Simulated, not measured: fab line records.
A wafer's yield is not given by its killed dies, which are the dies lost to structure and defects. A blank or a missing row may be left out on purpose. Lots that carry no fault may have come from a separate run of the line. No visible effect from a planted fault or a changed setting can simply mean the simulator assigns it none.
Split-lot trial / flow berkeley cmos170 / 23 wafers read across 5 lots, on a route 331 steps long

THE SPLIT
At UCB170_START_OXIDATION_02 (target thk 20 nm, ox time 1800 s), the setting temp c was moved away from the recipe's 950 C on 10 of the 23 wafers read, by -2.1% to +2.2%. All remaining wafers had this setting at the recipe value.

No step appears in the file between the split and the reading.

THE READING
Values of START_OXIDE_THK in nm from UCB170_START_THK_MEAS_03. On this fab line, fault-free wafers typically give 19.9 nm with a standard deviation of 0.32 nm.

wafer=L074.2; tool, chamber at the split=-, -; temp c as run, C=950; against the recipe=recipe; START_OXIDE_THK, nm=19.5; against lot-mates on the recipe=-
wafer=L074.3; tool, chamber at the split=-, -; temp c as run, C=950; against the recipe=recipe; START_OXIDE_THK, nm=20.5; against lot-mates on the recipe=-
wafer=L074.4; tool, chamber at the split=-, -; temp c as run, C=950; against the recipe=recipe; START_OXIDE_THK, nm=20.3; against lot-mates on the recipe=-
wafer=L074.5; tool, chamber at the split=-, -; temp c as run, C=950; against the recipe=recipe; START_OXIDE_THK, nm=20.2; against lot-mates on the recipe=-
wafer=L074.6; tool, chamber at the split=-, -; temp c as run, C=950; against the recipe=recipe; START_OXIDE_THK, nm=19.7; against lot-mates on the recipe=-
wafer=L076.1; tool, chamber at the split=furnace-04, 0; temp c as run, C=950; against the recipe=recipe; START_OXIDE_THK, nm=20.0; against lot-mates on the recipe=-
wafer=L076.2; tool, chamber at the split=furnace-04, 0; temp c as run, C=950; against the recipe=recipe; START_OXIDE_THK, nm=20.1; against lot-mates on the recipe=-
wafer=L076.3; tool, chamber at the split=furnace-04, 0; temp c as run, C=950; against the recipe=recipe; START_OXIDE_THK, nm=20.1; against lot-mates on the recipe=-
wafer=L080.1; tool, chamber at the split=-, -; temp c as run, C=971.3; against the recipe=+2.2%; START_OXIDE_THK, nm=24.4; against lot-mates on the recipe=no lot-mate on the recipe
wafer=L080.2; tool, chamber at the split=-, -; temp c as run, C=971.3; against the recipe=+2.2%; START_OXIDE_THK, nm=24.3; against lot-mates on the recipe=no lot-mate on the recipe
wafer=L080.3; tool, chamber at the split=-, -; temp c as run, C=971.3; against the recipe=+2.2%; START_OXIDE_THK, nm=24.2; against lot-mates on the recipe=no lot-mate on the recipe
wafer=L080.4; tool, chamber at the split=-, -; temp c as run, C=971.3; against the recipe=+2.2%; START_OXIDE_THK, nm=24.2; against lot-mates on the recipe=no lot-mate on the recipe
wafer=L080.6; tool, chamber at the split=-, -; temp c as run, C=971.3; against the recipe=+2.2%; START_OXIDE_THK, nm=24.6; against lot-mates on the recipe=no lot-mate on the recipe
wafer=L082.1; tool, chamber at the split=-, -; temp c as run, C=950; against the recipe=recipe; START_OXIDE_THK, nm=19.9; against lot-mates on the recipe=-
wafer=L082.2; tool, chamber at the split=-, -; temp c as run, C=950; against the recipe=recipe; START_OXIDE_THK, nm=20.3; against lot-mates on the recipe=-
wafer=L082.3; tool, chamber at the split=-, -; temp c as run, C=950; against the recipe=recipe; START_OXIDE_THK, nm=20.0; against lot-mates on the recipe=-
wafer=L082.4; tool, chamber at the split=-, -; temp c as run, C=950; against the recipe=recipe; START_OXIDE_THK, nm=20.0; against lot-mates on the recipe=-
wafer=L082.6; tool, chamber at the split=-, -; temp c as run, C=950; against the recipe=recipe; START_OXIDE_THK, nm=20.0; against lot-mates on the recipe=-
wafer=L084.1; tool, chamber at the split=-, -; temp c as run, C=929.7; against the recipe=-2.1%; START_OXIDE_THK, nm=15.6; against lot-mates on the recipe=no lot-mate on the recipe
wafer=L084.2; tool, chamber at the split=-, -; temp c as run, C=929.7; against the recipe=-2.1%; START_OXIDE_THK, nm=15.6; against lot-mates on the recipe=no lot-mate on the recipe
wafer=L084.3; tool, chamber at the split=-, -; temp c as run, C=929.7; against the recipe=-2.1%; START_OXIDE_THK, nm=15.1; against lot-mates on the recipe=no lot-mate on the recipe
wafer=L084.4; tool, chamber at the split=-, -; temp c as run, C=929.7; against the recipe=-2.1%; START_OXIDE_THK, nm=15.4; against lot-mates on the recipe=no lot-mate on the recipe
wafer=L084.5; tool, chamber at the split=-, -; temp c as run, C=929.7; against the recipe=-2.1%; START_OXIDE_THK, nm=15.8; against lot-mates on the recipe=no lot-mate on the recipe

THE FIT
A straight line over all 23 wafers: START_OXIDE_THK changes by +2.02 nm for each +1% of temp c; r = +1.00; the points scatter about the line by 0.27 nm.
Too few moved wafers with a lot-mate on the recipe to fit a line net of each lot's own level.

THE WHOLE CHAIN: every reading that the file lists as answering this split, in the file's order
step=UCB170_START_OXIDATION_02; what it does=target thk 20 nm, ox time 1800 s; reading=SiO2_of_START_OXIDATION_02.thk nm (the simulator's own value, which no gauge read); change (the file's fit)=+2.01 nm for each +1% of the setting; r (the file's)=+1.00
step=UCB170_START_THK_MEAS_03; what it does=; reading=START_OXIDE_THK; change (the file's fit)=+2.01 for each +1% of the setting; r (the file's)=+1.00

FILE'S OWN FIT
START_OXIDE_THK changes by +2.01 nm for each +1% of temp c, r = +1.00.
